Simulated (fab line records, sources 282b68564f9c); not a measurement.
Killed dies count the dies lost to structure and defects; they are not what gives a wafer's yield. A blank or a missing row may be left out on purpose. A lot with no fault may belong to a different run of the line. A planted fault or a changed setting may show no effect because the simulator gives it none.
A lot that was struck, set against a sound lot    flow rit_cmos    19 steps out of a route of 202
Sound: these wafers, L862.3, L862.4, L862.6. The struck wafers were L876.1, L876.4, L876.5. The cause is named last.
At each step with rows: each side's tool, then ch and its chambers, then its first start. Under that, the readings that differ: sound wafers    struck wafers    difference of the means    sigmas: that difference in standard deviations of wafers without a fault.
alike: words and numbers the same on both sides, and readings whose means are apart by under 2 such deviations; not compared: readings that were withheld, readings missing a value for some wafer, numbers with overlapping values and no deviation given by the record, and bounds like >300 which may hide the same value.
A row with sigmas, a row that says differs or no value, or rows on one side alone: a step with any of these is where the two part. Numbers that have no deviation but don't overlap get no sigmas and don't part them. A reading missing from all wafers of one side parts the sides only when that side holds two or more wafers.

RIT_SILICIDE_RS_MEAS_02: measures by four-point-probe.
  sound on film_metro-01, day 3 08:08; struck on film_metro-01, day 6 09:32
  alike: SILICIDE_TI_RS
RIT_SILICIDE_THK_MEAS_03: measures by xrf.
  sound on film_metro-01, day 3 08:14; struck on film_metro-01, day 6 09:39
  alike: SILICIDE_TI_THK
RIT_SILICIDE_RTA_04: time 10 s, ramp up 5 s, ramp down 5 s.
  sound on rtp_anneal-02 ch 0, day 3 08:17; struck on rtp_anneal-02 ch 0, day 6 09:43
  alike: wafer_temp_C_max
then, 1 step without rows for these wafers: RIT_SILICIDE_WET_ETCH_05 (etches Ti in SPM, time 120 s).
RIT_SILICIDE_RTA_06: time 10 s, ramp up 5 s, ramp down 10 s.
  sound on rtp_anneal-01 ch 0, day 3 08:25; struck on rtp_anneal-01 ch 0, day 6 09:49
  alike: wafer_temp_C_max
RIT_CONTACT_CVD_00: deposits SiO2 from TEOS, target thk 400 nm, time 61 s.
  sound on pecvd-03 ch 0,2, day 3 08:27; struck on pecvd-04 ch 1,2, day 6 09:53
  alike: heater_power_w
RIT_CONTACT_THK_MEAS_01:
  sound on film_metro-02, day 3 08:31; struck on film_metro-02, day 6 09:56
  alike: CONTACT_TEOS_THK
then, 5 steps without rows for these wafers: RIT_CONTACT_HMDS_02 (prime time 60 s); RIT_CONTACT_COAT_03 (resist thk 1000 nm); RIT_CONTACT_SOFTBAKE_04 (time 60 s); RIT_CONTACT_EXPOSE_05 (exposes mask M11, target cd 1000 nm); RIT_CONTACT_PEB_06.
RIT_CONTACT_DEVELOP_07: develop time 120 s.
  sound on litho_track-02 ch 0, day 3 09:00; struck on litho_track-02 ch 0, day 6 10:00
RIT_CONTACT_CD_MEAS_08: the cd target is 1000 nm.
  sound on cd_sem-01, day 3 09:41; struck on cd_sem-01, day 6 11:05
reading     sound                 struck             difference  sigmas
cd_nm (nm)  1002.3 1003.6 1000.7  991.1 990.9 988.8  -11.9       -5
RIT_CONTACT_OVL_MEAS_09:
  sound on overlay-02, day 3 09:47; struck on overlay-02, day 6 11:13
  alike: CONTACT_OVL
then, 1 step without rows for these wafers: RIT_CONTACT_HARDBAKE_10 (time 60 s).
RIT_CONTACT_ETCH_11: etches SiO2 in CHF3/CF4/Ar, stops on TiSi2, target depth 480 nm, time 320 s.
  sound on rie_diel-04 ch 0,2,3, day 3 09:58; struck on rie_diel-03 ch 0,1,2, day 6 11:24
reading                   sound           struck             difference  sigmas
model.CONTACT.cd_nm (nm)  1002 1004 1001  991.8 990.9 989.1  -11.7       
  alike: drypump_motor_current_A, oes_product_au, throttle_valve_pct
  not compared: rf_hours_counter_h
RIT_CONTACT_STRIP_12: strips in O2, time 180 s.
  sound on plasma_asher-02 ch 0,1, day 3 10:13; struck on plasma_asher-02 ch 0,1, day 6 11:35
  alike: drypump_motor_current_A
  not compared: rf_hours_counter_h
RIT_M1_PROBE_99:
  sound on prober-01, day 3 16:06; struck on prober-01, day 6 16:17
reading              sound    struck  difference  sigmas
killed_at_front_end  12 5 18  3 5 4   -8          -2
killed_dies          12 5 18  3 6 4   -7          -2
  alike: killed_at_contacts, killed_open, killed_short
  not compared: model.etest.contact_to_gate.bv_right_v

## WHERE THEY PART
Earliest at RIT_CONTACT_CD_MEAS_08; latest, in this record, at RIT_M1_PROBE_99.

WHY: the cause the simulator had injected
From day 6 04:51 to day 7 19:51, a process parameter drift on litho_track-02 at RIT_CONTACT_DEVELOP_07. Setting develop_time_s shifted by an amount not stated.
